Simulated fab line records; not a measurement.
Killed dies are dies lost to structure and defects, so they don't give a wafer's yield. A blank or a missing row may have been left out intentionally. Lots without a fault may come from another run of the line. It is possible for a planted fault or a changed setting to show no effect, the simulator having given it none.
Which tool was responsible? :: flow berkeley_cmos170 :: Sampling: 14 lots, 42 wafers, 5 of 331 route steps

WHAT EACH GAUGE READ, for each wafer
UCB170_PWELL_OVL_MEAS_13. Usual: PWELL_OVL 0 nm, standard deviation 5.6.
lot: L856
measured: day 3 12:32
on: overlay-01
PWELL_OVL (nm): 4 -1 2
flag: 

lot: L855
measured: day 3 12:54
on: overlay-01
PWELL_OVL (nm): 5 6 -1
flag: 

lot: L854
measured: day 3 13:11
on: overlay-01
PWELL_OVL (nm): 0 7 2
flag: 

lot: L857
measured: day 3 23:16
on: overlay-01
PWELL_OVL (nm): -10 -5 -8
flag: 

lot: L859
measured: day 4 08:29
on: overlay-01
PWELL_OVL (nm): -5 -1 -4
flag: 

lot: L860
measured: day 4 13:10
on: overlay-01
PWELL_OVL (nm): -10 1 -4
flag: 

lot: L869
measured: day 6 11:34
on: overlay-02
PWELL_OVL (nm): -3 3 -4
flag: 

lot: L870
measured: day 6 11:44
on: overlay-01
PWELL_OVL (nm): 3 1 -2
flag: 

lot: L871
measured: day 7 00:21
on: overlay-01
PWELL_OVL (nm): 2 4 2
flag: 

lot: L873
measured: day 7 11:59
on: overlay-01
PWELL_OVL (nm): -5 -2 -3
flag: 

lot: L874
measured: day 7 12:13
on: overlay-02
PWELL_OVL (nm): 1 1 4
flag: 

lot: L875
measured: day 7 20:18
on: overlay-01
PWELL_OVL (nm): -3 6 -3
flag: 

lot: L877
measured: day 8 07:41
on: overlay-02
PWELL_OVL (nm): 9 5 6
flag: 

lot: L876
measured: day 8 07:57
on: overlay-02
PWELL_OVL (nm): 3 2 2
flag: 

UCB170_SDANNEAL_RS_MEAS_04: a four-point-probe measurement. Usual: PLDD_RS 1031.8 ohm/sq, standard deviation 2.4.
lot: L856
measured: day 7 23:43
on: film_metro-02
PLDD_RS (ohm/sq): 1027.4 1028.4 1028.3
flag: 

lot: L855
measured: day 7 23:52
on: film_metro-01
PLDD_RS (ohm/sq): 1036.7 1033.4 1033.3
flag: 

lot: L854
measured: day 7 23:14
on: film_metro-01
PLDD_RS (ohm/sq): 1036.9 1032.1 1033.8
flag: 

lot: L857
measured: day 8 17:02
on: film_metro-01
PLDD_RS (ohm/sq): 1031.6 1032.4 1029.6
flag: 

lot: L859
measured: day 9 03:54
on: film_metro-02
PLDD_RS (ohm/sq): 1080.8 1085.2 1080.3
flag: OFF

lot: L860
measured: day 9 04:24
on: film_metro-02
PLDD_RS (ohm/sq): 1084.9 1086.9 1086.8
flag: OFF

lot: L869
measured: day 10 16:10
on: film_metro-02
PLDD_RS (ohm/sq): 1033.4 1035.2 1035.2
flag: 

lot: L870
measured: day 10 21:05
on: film_metro-03
PLDD_RS (ohm/sq): 1032.2 1029.8 1029.0
flag: 

lot: L871
measured: day 10 21:04
on: film_metro-01
PLDD_RS (ohm/sq): 1037.0 1033.6 1034.0
flag: 

lot: L873
measured: day 11 21:08
on: film_metro-02
PLDD_RS (ohm/sq): 1030.2 1032.2 1031.3
flag: 

lot: L874
measured: day 11 21:16
on: film_metro-01
PLDD_RS (ohm/sq): 1034.0 1035.4 1036.3
flag: 

lot: L875
measured: day 11 21:12
on: film_metro-03
PLDD_RS (ohm/sq): 1031.0 1026.8 1029.6
flag: 

lot: L877
measured: day 12 13:29
on: film_metro-03
PLDD_RS (ohm/sq): 1030.2 1030.4 1031.5
flag: 

lot: L876
measured: day 12 13:08
on: film_metro-02
PLDD_RS (ohm/sq): 1029.3 1033.0 1033.2
flag: 

WHICH TOOL RAN EACH LOT (tool, then ch and the chambers of the sampled wafers, then the start)
lot: L856
UCB170_PWELL_STRIP_16: plasma_asher-02 ch 0,1, day 3 12:49
UCB170_PLDD_IMPLANT_09: implanter-03 ch 0, day 7 11:11
UCB170_PLDD_STRIP_10: plasma_asher-02 ch 0,1, day 7 11:19

lot: L855
UCB170_PWELL_STRIP_16: plasma_asher-04 ch 0,1, day 3 13:11
UCB170_PLDD_IMPLANT_09: implanter-01 ch 0, day 7 11:01
UCB170_PLDD_STRIP_10: plasma_asher-01 ch 0,1, day 7 11:10

lot: L854
UCB170_PWELL_STRIP_16: plasma_asher-02 ch 0,1, day 3 13:28
UCB170_PLDD_IMPLANT_09: implanter-03 ch 0, day 7 10:43
UCB170_PLDD_STRIP_10: plasma_asher-03 ch 0,1, day 7 10:52

lot: L857
UCB170_PWELL_STRIP_16: plasma_asher-04 ch 0,1, day 3 23:33
UCB170_PLDD_IMPLANT_09: implanter-01 ch 0, day 7 23:23
UCB170_PLDD_STRIP_10: plasma_asher-03 ch 0,1, day 7 23:32

lot: L859
UCB170_PWELL_STRIP_16: plasma_asher-01 ch 0,1, day 4 08:46
UCB170_PLDD_IMPLANT_09: implanter-01 ch 0, day 8 11:23
UCB170_PLDD_STRIP_10: plasma_asher-01 ch 0,1, day 8 11:32

lot: L860
UCB170_PWELL_STRIP_16: plasma_asher-04 ch 0,1, day 4 13:26
UCB170_PLDD_IMPLANT_09: implanter-01 ch 0, day 8 14:53
UCB170_PLDD_STRIP_10: plasma_asher-01 ch 0,1, day 8 15:01

lot: L869
UCB170_PWELL_STRIP_16: plasma_asher-01 ch 0,1, day 6 11:51
UCB170_PLDD_IMPLANT_09: implanter-03 ch 0, day 10 05:34
UCB170_PLDD_STRIP_10: plasma_asher-01 ch 1, day 10 05:41

lot: L870
UCB170_PWELL_STRIP_16: plasma_asher-02 ch 0,1, day 6 12:03
UCB170_PLDD_IMPLANT_09: implanter-04 ch 0, day 10 06:52
UCB170_PLDD_STRIP_10: plasma_asher-01 ch 0,1, day 10 06:58

lot: L871
UCB170_PWELL_STRIP_16: plasma_asher-04 ch 0,1, day 7 00:40
UCB170_PLDD_IMPLANT_09: implanter-03 ch 0, day 10 07:02
UCB170_PLDD_STRIP_10: plasma_asher-02 ch 0,1, day 10 07:10

lot: L873
UCB170_PWELL_STRIP_16: plasma_asher-02 ch 0,1, day 7 12:16
UCB170_PLDD_IMPLANT_09: implanter-03 ch 0, day 11 07:30
UCB170_PLDD_STRIP_10: plasma_asher-02 ch 0,1, day 11 07:39

lot: L874
UCB170_PWELL_STRIP_16: plasma_asher-04 ch 0,1, day 7 12:31
UCB170_PLDD_IMPLANT_09: implanter-04 ch 0, day 11 07:37
UCB170_PLDD_STRIP_10: plasma_asher-03 ch 0,1, day 11 07:46

lot: L875
UCB170_PWELL_STRIP_16: plasma_asher-01 ch 0,1, day 7 20:36
UCB170_PLDD_IMPLANT_09: implanter-03 ch 0, day 11 07:52
UCB170_PLDD_STRIP_10: plasma_asher-02 ch 0,1, day 11 07:59

lot: L877
UCB170_PWELL_STRIP_16: plasma_asher-04 ch 0,1, day 8 08:00
UCB170_PLDD_IMPLANT_09: implanter-04 ch 0, day 11 21:29
UCB170_PLDD_STRIP_10: plasma_asher-02 ch 0,1, day 11 21:37

lot: L876
UCB170_PWELL_STRIP_16: plasma_asher-01 ch 0,1, day 8 08:14
UCB170_PLDD_IMPLANT_09: implanter-03 ch 0, day 11 21:09
UCB170_PLDD_STRIP_10: plasma_asher-01 ch 1, day 11 21:18
- UCB170_PWELL_STRIP_16: strips in O2.
- UCB170_PLDD_IMPLANT_09
- UCB170_PLDD_STRIP_10: strips in O2.

AS READ BY THE TOOLS THEMSELVES (means over the sampled wafers that have a number; for cases with no such wafer, the mark the record gives instead)
UCB170_PWELL_STRIP_16. Usual: drypump_motor_current_A 5.8 A, standard deviation 0.43; oes_product_au 0.721 a.u., standard deviation 0.0044; strip_time_to_endpoint_s 18.05 s, standard deviation 0.071.
lot: L856
tool: plasma_asher-02
drypump_motor_current_A (A): 6.1
oes_product_au (a.u.): 0.719
strip_time_to_endpoint_s (s): 18.03
flag: 

lot: L855
tool: plasma_asher-04
drypump_motor_current_A (A): 5.8
oes_product_au (a.u.): 0.719
strip_time_to_endpoint_s (s): 18.02
flag: 

lot: L854
tool: plasma_asher-02
drypump_motor_current_A (A): 5.8
oes_product_au (a.u.): 0.721
strip_time_to_endpoint_s (s): 18.16
flag: 

lot: L857
tool: plasma_asher-04
drypump_motor_current_A (A): 5.7
oes_product_au (a.u.): 0.722
strip_time_to_endpoint_s (s): 18.05
flag: 

lot: L859
tool: plasma_asher-01
drypump_motor_current_A (A): 5.4
oes_product_au (a.u.): 0.723
strip_time_to_endpoint_s (s): 18.12
flag: 

lot: L860
tool: plasma_asher-04
drypump_motor_current_A (A): 5.7
oes_product_au (a.u.): 0.720
strip_time_to_endpoint_s (s): 18.01
flag: 

lot: L869
tool: plasma_asher-01
drypump_motor_current_A (A): 5.4
oes_product_au (a.u.): 0.720
strip_time_to_endpoint_s (s): 18.11
flag: 

lot: L870
tool: plasma_asher-02
drypump_motor_current_A (A): 5.8
oes_product_au (a.u.): 0.722
strip_time_to_endpoint_s (s): 18.06
flag: 

lot: L871
tool: plasma_asher-04
drypump_motor_current_A (A): 5.8
oes_product_au (a.u.): 0.721
strip_time_to_endpoint_s (s): 18.05
flag: 

lot: L873
tool: plasma_asher-02
drypump_motor_current_A (A): 5.8
oes_product_au (a.u.): 0.727
strip_time_to_endpoint_s (s): 18.09
flag: 

lot: L874
tool: plasma_asher-04
drypump_motor_current_A (A): 5.8
oes_product_au (a.u.): 0.725
strip_time_to_endpoint_s (s): 18.15
flag: 

lot: L875
tool: plasma_asher-01
drypump_motor_current_A (A): 5.8
oes_product_au (a.u.): 0.719
strip_time_to_endpoint_s (s): 17.88
flag: 

lot: L877
tool: plasma_asher-04
drypump_motor_current_A (A): 5.8
oes_product_au (a.u.): 0.720
strip_time_to_endpoint_s (s): 18.03
flag: 

lot: L876
tool: plasma_asher-01
drypump_motor_current_A (A): 5.4
oes_product_au (a.u.): 0.724
strip_time_to_endpoint_s (s): 18.08
flag: 

UCB170_PLDD_IMPLANT_09. Usual: beam_energy_keV 10.000, standard deviation 0.0024; dose_ions_cm2 5e+13, standard deviation 6.3e+10; faraday_current_uA 159, standard deviation 3.
lot: L856
tool: implanter-03
beam_energy_keV: 10.004
dose_ions_cm2: 5e+13
faraday_current_uA: 161
flag: 

lot: L855
tool: implanter-01
beam_energy_keV: 10.002
dose_ions_cm2: 5e+13
faraday_current_uA: 158
flag: 

lot: L854
tool: implanter-03
beam_energy_keV: 9.998
dose_ions_cm2: 5e+13
faraday_current_uA: 159
flag: 

lot: L857
tool: implanter-01
beam_energy_keV: 10.003
dose_ions_cm2: 5e+13
faraday_current_uA: 158
flag: 

lot: L859
tool: implanter-01
beam_energy_keV: 10.002
dose_ions_cm2: 4e+13
faraday_current_uA: 136
flag: OFF

lot: L860
tool: implanter-01
beam_energy_keV: 10.001
dose_ions_cm2: 4e+13
faraday_current_uA: 141
flag: OFF

lot: L869
tool: implanter-03
beam_energy_keV: 10.001
dose_ions_cm2: 5e+13
faraday_current_uA: 156
flag: 

lot: L870
tool: implanter-04
beam_energy_keV: 10.001
dose_ions_cm2: 5e+13
faraday_current_uA: 159
flag: 

lot: L871
tool: implanter-03
beam_energy_keV: 10.000
dose_ions_cm2: 5e+13
faraday_current_uA: 161
flag: 

lot: L873
tool: implanter-03
beam_energy_keV: 9.999
dose_ions_cm2: 5e+13
faraday_current_uA: 156
flag: 

lot: L874
tool: implanter-04
beam_energy_keV: 9.999
dose_ions_cm2: 5e+13
faraday_current_uA: 156
flag: 

lot: L875
tool: implanter-03
beam_energy_keV: 10.000
dose_ions_cm2: 5e+13
faraday_current_uA: 159
flag: 

lot: L877
tool: implanter-04
beam_energy_keV: 9.999
dose_ions_cm2: 5e+13
faraday_current_uA: 156
flag: 

lot: L876
tool: implanter-03
beam_energy_keV: 9.999
dose_ions_cm2: 5e+13
faraday_current_uA: 159
flag: 

UCB170_PLDD_STRIP_10. Usual: drypump_motor_current_A 5.6 A, standard deviation 0.55; oes_product_au 0.734 a.u., standard deviation 0.0046; strip_time_to_endpoint_s 21.61 s, standard deviation 0.064.
lot: L856
tool: plasma_asher-02
drypump_motor_current_A (A): 5.8
oes_product_au (a.u.): 0.732
strip_time_to_endpoint_s (s): 21.68
flag: 

lot: L855
tool: plasma_asher-01
drypump_motor_current_A (A): 5.8
oes_product_au (a.u.): 0.734
strip_time_to_endpoint_s (s): 21.67
flag: 

lot: L854
tool: plasma_asher-03
drypump_motor_current_A (A): 5.3
oes_product_au (a.u.): 0.738
strip_time_to_endpoint_s (s): 21.61
flag: 

lot: L857
tool: plasma_asher-03
drypump_motor_current_A (A): 5.2
oes_product_au (a.u.): 0.734
strip_time_to_endpoint_s (s): 21.57
flag: 

lot: L859
tool: plasma_asher-01
drypump_motor_current_A (A): 5.8
oes_product_au (a.u.): 0.736
strip_time_to_endpoint_s (s): 21.51
flag: 

lot: L860
tool: plasma_asher-01
drypump_motor_current_A (A): 5.4
oes_product_au (a.u.): 0.736
strip_time_to_endpoint_s (s): 21.72
flag: 

lot: L869
tool: plasma_asher-01
drypump_motor_current_A (A): 6.2
oes_product_au (a.u.): 0.733
strip_time_to_endpoint_s (s): 21.59
flag: 

lot: L870
tool: plasma_asher-01
drypump_motor_current_A (A): 5.4
oes_product_au (a.u.): 0.733
strip_time_to_endpoint_s (s): 21.68
flag: 

lot: L871
tool: plasma_asher-02
drypump_motor_current_A (A): 5.8
oes_product_au (a.u.): 0.738
strip_time_to_endpoint_s (s): 21.73
flag: 

lot: L873
tool: plasma_asher-02
drypump_motor_current_A (A): 5.8
oes_product_au (a.u.): 0.734
strip_time_to_endpoint_s (s): 21.59
flag: 

lot: L874
tool: plasma_asher-03
drypump_motor_current_A (A): 5.3
oes_product_au (a.u.): 0.736
strip_time_to_endpoint_s (s): 21.62
flag: 

lot: L875
tool: plasma_asher-02
drypump_motor_current_A (A): 5.7
oes_product_au (a.u.): 0.734
strip_time_to_endpoint_s (s): 21.61
flag: 

lot: L877
tool: plasma_asher-02
drypump_motor_current_A (A): 5.8
oes_product_au (a.u.): 0.729
strip_time_to_endpoint_s (s): 21.66
flag: 

lot: L876
tool: plasma_asher-01
drypump_motor_current_A (A): 6.1
oes_product_au (a.u.): 0.739
strip_time_to_endpoint_s (s): 21.63
flag: 

THE ANSWER, worked out from the rows above alone
Rule: lot off if the mean of its wafers having a number is beyond 3 standard deviations from the usual mean. Also off: a lot with no number at a reading for which 4 or more lots have one. Any other lot the step has rows for is counted as sound. After the gauges, taken in route order, come the tools' own readings; for these a lot's mean is taken, as printed above. The first step at which some lot is off is used, and at that step the reading that is off furthest; a lot without a number counts as furthest.
Off: L859, L860, seen at UCB170_SDANNEAL_RS_MEAS_04 (PLDD_RS).
If a tool, at a process step before that reading, ran all the lots that are off and no sound lot after the first of them, it fits. The gauges at UCB170_SDANNEAL_RS_MEAS_04 aren't tried: what is off there is off at UCB170_PLDD_IMPLANT_09 too, on other tools, and a gauge's error can't cause that. One candidate fits, namely implanter-01 at UCB170_PLDD_IMPLANT_09. A fault onset in the window from L857 (day 7 23:23, its last sound lot) to L859 (day 8 11:23, its first lot off) fits.
The tool's own readings at UCB170_PLDD_IMPLANT_09 bear it out: on the lots that are off they differ by more than 5 times the standard deviation of the sound lots' means. dose_ions_cm2 reads 4e+13 there against 5e+13 on the sound lots; faraday_current_uA reads 138 there against 158 on the sound lots.

WHAT WAS PUT IN BY THE SIMULATOR
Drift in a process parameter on implanter-01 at UCB170_PLDD_IMPLANT_09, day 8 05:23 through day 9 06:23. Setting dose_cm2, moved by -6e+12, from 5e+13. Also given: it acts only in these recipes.
Struck lots among those shown: L859, L860. This agrees with what the rule above found.
